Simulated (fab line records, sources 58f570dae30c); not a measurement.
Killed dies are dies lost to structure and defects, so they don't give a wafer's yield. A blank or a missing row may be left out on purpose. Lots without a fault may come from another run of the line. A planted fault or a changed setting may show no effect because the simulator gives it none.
One fault seen from 2 desks | flow berkeley_cmos170 | each desk has only its own numbers; what lay behind them comes last

THE TOOL OWNER'S DESK: plasma_asher-03
The tool's own readings at UCB170_PSD_STRIP_09 (strips in O2): means of the sampled wafers that have a number, for each lot that ran on this tool. A lot is out of limits, marked OUT, if its mean lies more than 4 standard deviations from the usual mean; the brackets give that distance.
Columns: A = chamber_pressure_mTorr at UCB170_PSD_STRIP_09, usual 3500 mTorr; B = drypump_motor_current_A at UCB170_PSD_STRIP_09, usual 5.56 A; C = oes_product_au at UCB170_PSD_STRIP_09, usual 0.601 a.u.; D = strip_time_to_endpoint_s at UCB170_PSD_STRIP_09, usual 29.44 s
lot  | first seen here | A    | B    | C               | D
L873 | day 7 04:26     | 3498 | 5.56 | 0.602           | 29.41
L878 | day 8 02:02     | 3501 | 5.57 | 0.441 (-38) OUT | -
L887 | day 10 03:42    | 3501 | 5.57 | 0.597           | 29.48
L888 | day 10 15:49    | 3499 | 5.58 | 0.605           | 29.47
L891 | day 10 19:08    | 3501 | 5.57 | 0.599           | 29.54
This desk's finding: out of limits on L878; first on L878, day 8 02:02 (oes_product_au at UCB170_PSD_STRIP_09). In limits: L873, L887, L888, L891.

THE METROLOGY DESK
What the gauges read, lot by lot, whatever tool the lot ran on: means of the sampled wafers that have a number. A lot is out of limits, marked OUT, if its mean lies more than 4 standard deviations from the usual mean; the brackets give that distance.
Columns: A = cd_nm at UCB170_PSD_CD_MEAS_06, usual 1200.3 nm; B = NSD_TW at UCB170_NSD_TW_MEAS_10, usual 4176; C = cd_nm at UCB170_CONTACT_CD_MEAS_15, usual 700.0 nm
lot  | first seen here | A      | B                    | C
L871 | day 6 16:52     | 1197.9 | 4204                 | 700.6
L872 | day 6 17:07     | 1200.1 | 4205                 | 699.1
L874 | day 7 03:53     | 1201.6 | 4222                 | 698.3
L873 | day 7 04:09     | 1200.3 | 4134                 | 701.7
L875 | day 7 04:24     | 1200.5 | 4134                 | 699.0
L878 | day 8 01:45     | 1202.0 | 30 (-99 or more) OUT | -
L885 | day 9 15:38     | 1202.4 | 4148                 | 698.4
L887 | day 10 03:23    | 1201.5 | 4194                 | 700.7
L888 | day 10 15:31    | 1201.0 | 4188                 | 701.3
L889 | day 10 15:35    | 1198.2 | 4131                 | 699.3
L890 | day 10 18:42    | 1201.4 | 4242                 | 701.2
L891 | day 10 18:49    | 1200.6 | 4210                 | 701.3
L892 | day 11 12:08    | 1201.0 | 4181                 | 699.4
This desk's finding: out of limits on L878; first on L878, day 8 04:11 (NSD_TW at UCB170_NSD_TW_MEAS_10). In limits: L871, L872, L874, L873, L875, L885, L887, L888, L889, L890, L891, L892.

PUT TOGETHER
The tool owner's desk could have raised an alarm at day 8 02:02, on L878.
The metrology desk could have raised an alarm at day 8 04:11, on L878.
Of the lots named, all ran UCB170_PSD_STRIP_09 on plasma_asher-03.

WHAT THE SIMULATOR HAD PUT IN
Strip aborted: plasma_asher-03, from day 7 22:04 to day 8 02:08, at UCB170_PSD_STRIP_09. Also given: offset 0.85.
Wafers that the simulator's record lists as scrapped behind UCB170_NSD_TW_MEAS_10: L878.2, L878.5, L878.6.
Lots struck among those shown: L878.
Hours from the fault's start to each desk's first reading out of limits: the tool owner's desk, 4; the metrology desk, 6.
